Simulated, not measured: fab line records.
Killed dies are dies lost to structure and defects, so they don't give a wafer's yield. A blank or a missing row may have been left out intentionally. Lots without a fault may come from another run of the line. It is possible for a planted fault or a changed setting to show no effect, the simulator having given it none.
fab line records -- flow berkeley_cmos170
[record] lots = 14, wafers = 42, last_day = 14
route steps=331 shown FIELD@126 NLDD@168 SPACER@171 PSD@181
lots that met no fault: from a run of the same line without faults
start_h: hours from the record's opening day to when the first of the lot's shown wafers began -- wait_h: how many hours have passed since the lot's step before this one -- " as in the row above -- L1.1+2: a single row standing in for several wafers -- - no value, or no start was given -- * or withheld: withheld -- < > ~ a bound
route shown NAME@n: a module of which the file shows steps, and the number in the route of the first -- usual: mean/standard deviation of fault-free wafers -- same: alike in all rows -- chamber/n: place in a boat -- sites: each site's reading -- _std_site: their standard deviation -- _edge_site: inner sites' mean taken away from outer sites' mean -- radius_mm: for every site, how far away it sits from the centre of the wafer -- mask NAME#n: copy n -- behind: the most recent tool/chamber to have shaped the wafer -- hold: cause of the lot's hold/its duration in hours/its outcome -- device: which transistor (n, p or np) failed to switch -- end of line: tests of these same wafers at the route's end -- a step without rows: its recipe alone -- killed: count of dies lost to structure and defects at first sort (not the wafer's yield) -- map: dies across one wafer; x = killed, . = not, _ = none there
set.NAME: the setting the step ran with; set.NAME@STEP: the setting that earlier step ran with -- model.NAME: the simulator's own value behind a step, which no gauge read
one table for each step of the route and one row for each wafer, over a sample of lots
services: the hour from which a tool's chamber was out of use, counted from the record's first day as start_h (under 0 if before that day), plus the number of hours and why
[[steps]]
[step UCB170_FIELD_THK_MEAS_91]
[recipe] reads = SiO2_of_FIELD_OXIDATION_01
[usual] FIELD_OXIDE_LEFT_2_THK = 337/12
lot.wafer,tool,chamber,start_h,wait_h,FIELD_OXIDE_LEFT_2_THK[nm]
L233.1,film_metro-04,-,136.53,0.0,350
L233.3,film_metro-04,-,136.53,0.0,357
L233.6,film_metro-04,-,136.53,0.0,354
L232.1,film_metro-04,-,137.32,0.0,364
L232.4,film_metro-04,-,137.32,0.0,356
L232.6,film_metro-04,-,137.32,0.0,353
L235.3,film_metro-01,-,145.85,0.0,349
L235.4,film_metro-01,-,145.85,0.0,338
L235.6,film_metro-01,-,145.85,0.0,345
L237.1,film_metro-04,-,164.58,0.0,337
L237.2,film_metro-04,-,164.58,0.0,334
L237.4,film_metro-04,-,164.58,0.0,335
L238.1,film_metro-04,-,164.88,0.0,340
L238.5,film_metro-04,-,164.88,0.0,350
L238.6,film_metro-04,-,164.88,0.0,343
L241.2,film_metro-01,-,194.87,0.0,344
L241.3,film_metro-01,-,194.87,0.0,348
L241.5,film_metro-01,-,194.87,0.0,337
L243.1,film_metro-01,-,195.47,0.0,334
L243.4,film_metro-01,-,195.47,0.0,330
L243.6,film_metro-01,-,195.47,0.0,329
L242.3,film_metro-04,-,195.70,0.0,324
L242.5,film_metro-04,-,195.70,0.0,332
L242.6,film_metro-04,-,195.70,0.0,330
L244.1,film_metro-02,-,196.31,0.0,348
L244.2,film_metro-02,-,196.31,0.0,338
L244.4,film_metro-02,-,196.31,0.0,338
L245.1,film_metro-01,-,209.47,0.0,323
L245.2,film_metro-01,-,209.47,0.0,320
L245.4,film_metro-01,-,209.47,0.0,321
L247.1,film_metro-02,-,224.67,0.0,341
L247.4,film_metro-02,-,224.67,0.0,345
L247.6,film_metro-02,-,224.67,0.0,354
L246.1,film_metro-01,-,225.23,0.0,319
L246.3,film_metro-01,-,225.23,0.0,322
L246.6,film_metro-01,-,225.23,0.0,324
L253.2,film_metro-04,-,265.06,0.0,331
L253.5,film_metro-04,-,265.06,0.0,336
L253.6,film_metro-04,-,265.06,0.0,334
L255.1,film_metro-02,-,269.40,0.0,345
L255.2,film_metro-02,-,269.40,0.0,352
L255.6,film_metro-02,-,269.40,0.0,342
[step UCB170_NLDD_STRIP_10]
[recipe] chemistry = O2, power_w = 400, pressure_mtorr = 3500, platen_temp_c = withheld, o2_flow_sccm = 400, overash_fraction = 0.5
[usual] drypump_motor_current_A = 5.6/0.32, oes_product_au = 0.735/0.0044, strip_time_to_endpoint_s = 21.60/0.058
lot.wafer,tool,chamber,start_h,wait_h,drypump_motor_current_A,oes_product_au,rf_hours_counter_h,strip_time_to_endpoint_s
L233.1,plasma_asher-04,0,150.39,0.1,5.6,0.737,42,21.62
L233.3,plasma_asher-04,0,150.39,0.1,5.6,0.734,-,21.59
L233.6,plasma_asher-04,1,150.39,0.1,5.1,0.723,-,21.60
L232.1,plasma_asher-03,0,150.72,0.1,6.0,0.740,44,21.59
L232.4,plasma_asher-03,0,150.72,0.1,6.1,0.745,-,21.57
L232.6,plasma_asher-03,1,150.72,0.1,5.5,0.721,-,21.56
L235.3,plasma_asher-01,1,175.64,0.1,5.9,0.736,-,21.63
L235.4,plasma_asher-01,0,175.64,0.1,5.9,0.738,-,21.57
L235.6,plasma_asher-01,0,175.64,0.1,5.9,0.729,-,21.58
L238.1,plasma_asher-04,0,185.86,0.1,5.6,0.732,45,21.52
L238.5,plasma_asher-04,0,185.86,0.1,5.6,0.731,-,21.51
L238.6,plasma_asher-04,1,185.86,0.1,5.1,0.726,-,21.48
L237.1,plasma_asher-03,1,186.43,0.1,5.5,0.730,48,21.55
L237.2,plasma_asher-03,0,186.43,0.1,6.1,0.728,48,21.52
L237.4,plasma_asher-03,1,186.43,0.1,5.5,0.735,-,21.55
L241.2,plasma_asher-03,1,216.57,0.1,5.4,0.731,51,21.63
L241.3,plasma_asher-03,0,216.57,0.1,6.0,0.740,-,21.57
L241.5,plasma_asher-03,0,216.57,0.1,6.0,0.733,-,21.64
L242.3,plasma_asher-03,0,216.82,0.1,6.0,0.738,-,21.66
L242.5,plasma_asher-03,1,216.82,0.1,5.4,0.734,-,21.60
L242.6,plasma_asher-03,0,216.82,0.1,6.1,0.735,-,21.57
L244.1,plasma_asher-01,0,217.40,0.1,5.8,0.734,10,21.70
L244.2,plasma_asher-01,1,217.40,0.1,5.9,0.735,10,21.70
L244.4,plasma_asher-01,0,217.40,0.1,5.8,0.735,-,21.64
L243.1,plasma_asher-03,0,217.44,0.1,6.1,0.726,51,21.62
L243.4,plasma_asher-03,1,217.44,0.1,5.5,0.738,-,21.63
L243.6,plasma_asher-03,0,217.44,0.1,6.0,0.726,-,21.57
L245.1,plasma_asher-04,1,232.13,0.1,5.1,0.733,49,21.68
L245.2,plasma_asher-04,0,232.13,0.1,5.7,0.733,49,21.64
L245.4,plasma_asher-04,0,232.13,0.1,5.7,0.743,-,21.59
L247.1,plasma_asher-04,1,253.11,0.1,5.1,0.744,51,21.64
L247.4,plasma_asher-04,0,253.11,0.1,5.7,0.740,-,21.70
L247.6,plasma_asher-04,0,253.11,0.1,5.7,0.732,-,21.68
L246.1,plasma_asher-04,0,253.62,0.1,5.6,0.739,51,21.64
L246.3,plasma_asher-04,1,253.62,0.1,5.1,0.733,-,21.64
L246.6,plasma_asher-04,0,253.62,0.1,5.6,0.737,-,21.72
L253.2,plasma_asher-01,1,283.39,0.1,5.9,0.730,16,21.62
L253.5,plasma_asher-01,1,283.39,0.1,5.9,0.732,-,21.53
L253.6,plasma_asher-01,0,283.39,0.1,5.8,0.737,-,21.66
L255.1,plasma_asher-01,0,294.51,0.1,5.8,0.739,17,21.61
L255.2,plasma_asher-01,1,294.51,0.1,5.9,0.729,17,21.65
L255.6,plasma_asher-01,1,294.51,0.1,5.8,0.737,-,21.67
[step UCB170_SPACER_CVD_00]
[recipe] material = SiO2, target_thk_nm = 376, temp_c = 390, precursor = TEOS/O2, time_s = 47, rf_w = 550, pressure_mtorr = 9000
[usual] heater_power_w = 285/36
lot.wafer,tool,chamber,start_h,wait_h,heater_power_w
L233.1,pecvd-02,0,150.74,0.0,350
L233.3,pecvd-02,2,150.74,0.0,290
L233.6,pecvd-02,2,150.74,0.0,297
L232.1,pecvd-04,2,151.05,0.0,225
L232.4,pecvd-04,0,151.05,0.0,294
L232.6,pecvd-04,1,151.05,0.0,212
L235.3,pecvd-03,1,175.94,0.0,242
L235.4,pecvd-03,1,175.94,0.0,258
L235.6,pecvd-03,2,175.94,0.0,338
L238.1,pecvd-02,2,186.20,0.0,324
L238.5,pecvd-02,2,186.20,0.0,238
L238.6,pecvd-02,1,186.20,0.0,281
L237.1,pecvd-03,2,186.91,0.0,243
L237.2,pecvd-03,0,186.91,0.0,316
L237.4,pecvd-03,1,186.91,0.0,248
L241.2,pecvd-02,2,216.91,0.0,286
L241.3,pecvd-02,1,216.91,0.0,263
L241.5,pecvd-02,1,216.91,0.0,270
L242.3,pecvd-04,0,217.12,0.0,293
L242.5,pecvd-04,1,217.12,0.0,246
L242.6,pecvd-04,2,217.12,0.0,306
L244.1,pecvd-02,1,217.75,0.0,294
L244.2,pecvd-02,2,217.75,0.0,326
L244.4,pecvd-02,0,217.75,0.0,310
L243.1,pecvd-03,0,217.78,0.0,300
L243.4,pecvd-03,2,217.78,0.0,314
L243.6,pecvd-03,0,217.78,0.0,312
L245.1,pecvd-02,2,232.46,0.0,279
L245.2,pecvd-02,0,232.46,0.0,259
L245.4,pecvd-02,2,232.46,0.0,296
L247.1,pecvd-02,1,253.44,0.0,262
L247.4,pecvd-02,1,253.44,0.0,272
L247.6,pecvd-02,2,253.44,0.0,324
L246.1,pecvd-02,2,254.10,0.0,323
L246.3,pecvd-02,0,254.10,0.0,338
L246.6,pecvd-02,0,254.10,0.0,240
L253.2,pecvd-03,2,283.74,0.0,310
L253.5,pecvd-03,1,283.74,0.0,257
L253.6,pecvd-03,2,283.74,0.0,327
L255.1,pecvd-03,2,294.84,0.0,339
L255.2,pecvd-03,0,294.84,0.0,356
L255.6,pecvd-03,2,294.84,0.0,239
[step UCB170_SPACER_THK_MEAS_01]
[recipe] reads = SiO2_of_SPACER_CVD_00
[usual] SPACER_TEOS_THK = 377/4.4
lot.wafer,tool,chamber,start_h,wait_h,SPACER_TEOS_THK[nm]
L233.1,film_metro-03,-,150.78,0.0,379
L233.3,film_metro-03,-,150.78,0.0,379
L233.6,film_metro-03,-,150.78,0.0,381
L232.1,film_metro-03,-,151.09,0.0,375
L232.4,film_metro-03,-,151.09,0.0,381
L232.6,film_metro-03,-,151.09,0.0,379
L235.3,film_metro-04,-,176.00,0.0,372
L235.4,film_metro-04,-,176.00,0.0,380
L235.6,film_metro-04,-,176.00,0.0,382
L238.1,film_metro-04,-,186.24,0.0,371
L238.5,film_metro-04,-,186.24,0.0,377
L238.6,film_metro-04,-,186.24,0.0,377
L237.1,film_metro-04,-,186.96,0.0,372
L237.2,film_metro-04,-,186.96,0.0,370
L237.4,film_metro-04,-,186.96,0.0,378
L241.2,film_metro-04,-,216.96,0.0,371
L241.3,film_metro-04,-,216.96,0.0,374
L241.5,film_metro-04,-,216.96,0.0,380
L242.3,film_metro-02,-,217.18,0.0,370
L242.5,film_metro-02,-,217.18,0.0,373
L242.6,film_metro-02,-,217.18,0.0,376
L244.1,film_metro-04,-,217.79,0.0,372
L244.2,film_metro-04,-,217.79,0.0,373
L244.4,film_metro-04,-,217.79,0.0,381
L243.1,film_metro-03,-,217.82,0.0,373
L243.4,film_metro-03,-,217.82,0.0,387
L243.6,film_metro-03,-,217.82,0.0,381
L245.1,film_metro-04,-,232.51,0.0,374
L245.2,film_metro-04,-,232.51,0.0,372
L245.4,film_metro-04,-,232.51,0.0,384
L247.1,film_metro-04,-,253.48,0.0,370
L247.4,film_metro-04,-,253.48,0.0,381
L247.6,film_metro-04,-,253.48,0.0,352
L246.1,film_metro-03,-,254.14,0.0,350
L246.3,film_metro-03,-,254.14,0.0,369
L246.6,film_metro-03,-,254.14,0.0,374
L253.2,film_metro-04,-,283.79,0.0,374
L253.5,film_metro-04,-,283.79,0.0,381
L253.6,film_metro-04,-,283.79,0.0,381
L255.1,film_metro-04,-,294.88,0.0,379
L255.2,film_metro-04,-,294.88,0.0,373
L255.6,film_metro-04,-,294.88,0.0,381
[step UCB170_PSD_CD_MEAS_06]
[recipe] target_cd_nm = 1200
[usual] cd_nm = 1200.3/1.1
lot.wafer,tool,chamber,start_h,wait_h,cd_nm
L232.1,cd_sem-02,-,161.59,-,1200.7
L232.4,cd_sem-02,-,161.59,-,1201.9
L232.6,cd_sem-02,-,161.59,-,1201.2
L233.1,cd_sem-01,-,161.70,-,1201.1
L233.3,cd_sem-01,-,161.70,-,1199.0
L233.6,cd_sem-01,-,161.70,-,1199.4
L235.3,cd_sem-02,-,184.16,-,1201.1
L235.4,cd_sem-02,-,184.16,-,1201.1
L235.6,cd_sem-02,-,184.16,-,1201.5
L238.1,cd_sem-01,-,196.17,-,1201.2
L238.5,cd_sem-01,-,196.17,-,1201.4
L238.6,cd_sem-01,-,196.17,-,1200.9
L237.1,cd_sem-01,-,196.29,-,1200.2
L237.2,cd_sem-01,-,196.29,-,1201.0
L237.4,cd_sem-01,-,196.29,-,1199.9
L241.2,cd_sem-02,-,230.02,-,1201.3
L241.3,cd_sem-02,-,230.02,-,1200.5
L241.5,cd_sem-02,-,230.02,-,1201.4
L242.3,cd_sem-02,-,230.40,-,1200.6
L242.5,cd_sem-02,-,230.40,-,1199.4
L242.6,cd_sem-02,-,230.40,-,1200.9
L244.1,cd_sem-01,-,230.48,-,1200.9
L244.2,cd_sem-01,-,230.48,-,1202.1
L244.4,cd_sem-01,-,230.48,-,1200.6
L243.1,cd_sem-02,-,230.72,-,1200.1
L243.4,cd_sem-02,-,230.72,-,1199.9
L243.6,cd_sem-02,-,230.72,-,1199.7
L245.1,cd_sem-02,-,242.65,-,1198.5
L245.2,cd_sem-02,-,242.65,-,1199.6
L245.4,cd_sem-02,-,242.65,-,1199.6
L247.1,cd_sem-01,-,258.42,-,1203.7
L247.4,cd_sem-01,-,258.42,-,1202.5
L247.6,cd_sem-01,-,258.42,-,1203.2
L246.1,cd_sem-01,-,258.89,-,1200.3
L246.3,cd_sem-01,-,258.89,-,1201.1
L246.6,cd_sem-01,-,258.89,-,1201.4
L253.2,cd_sem-01,-,292.52,-,1199.3
L253.5,cd_sem-01,-,292.52,-,1199.6
L253.6,cd_sem-01,-,292.52,-,1200.8
L255.1,cd_sem-02,-,302.37,-,1199.3
L255.2,cd_sem-02,-,302.37,-,1198.4
L255.6,cd_sem-02,-,302.37,-,1200.1
[[services]]
tool,chamber,start_h,hours,kind
pecvd-03,-,135.50,14.0,pm
pecvd-03,0,135.50,14.0,vent_cycle
pecvd-03,1,135.50,14.0,vent_cycle
pecvd-03,2,135.50,14.0,vent_cycle
plasma_asher-04,-,143.01,2.8,pm
pecvd-03,0,149.50,-,clean
pecvd-03,1,149.50,-,clean
pecvd-03,2,149.50,-,clean
pecvd-04,-,156.42,4.3,pm
plasma_asher-04,-,223.59,4.0,repair
pecvd-02,-,227.52,1.3,repair
pecvd-04,-,242.50,14.0,pm
pecvd-04,0,242.50,14.0,vent_cycle
pecvd-04,1,242.50,14.0,vent_cycle
pecvd-04,2,242.50,14.0,vent_cycle
pecvd-04,0,256.50,-,clean
pecvd-04,1,256.50,-,clean
pecvd-04,2,256.50,-,clean
pecvd-03,-,282.41,1.1,repair
[[key]]
[first_sign] step = UCB170_SPACER_THK_MEAS_01, reading = SPACER_TEOS_THK, direction = down, sigmas = 5.9, usual = 377, struck = 351
effect none on later readings
met_at UCB170_SPACER_CVD_00
struck_lots L246,L247
struck_wafers L246.1,L247.6
sort_left_out L246.1
tester_left_out L246,L247
not_acting_at UCB170_FIELD_THK_MEAS_91,UCB170_NLDD_STRIP_10,UCB170_PSD_CD_MEAS_06
onset_between 232.46 253.44
[fault] kind = process_parameter_drift, tool = pecvd-02, chamber = 2, onset_h = 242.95, steps = UCB170_SPACER_CVD_00, channel = target_thk_nm, offset = -22.56, shape = step, end_h = 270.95, acts_in = these_recipes_only, stated = 376
// tester_left_out: of these lots the tester's yield and bins aren't shown, on N5 and GAA mostly nor the transistor test; their killed dies are dies lost to structure and defects alone, not to doping, threshold or leakage, so they don't give the yield
// sort_left_out: the simulated sort isn't trusted on such a fault, so these wafers' sort isn't shown, and their yield isn't known
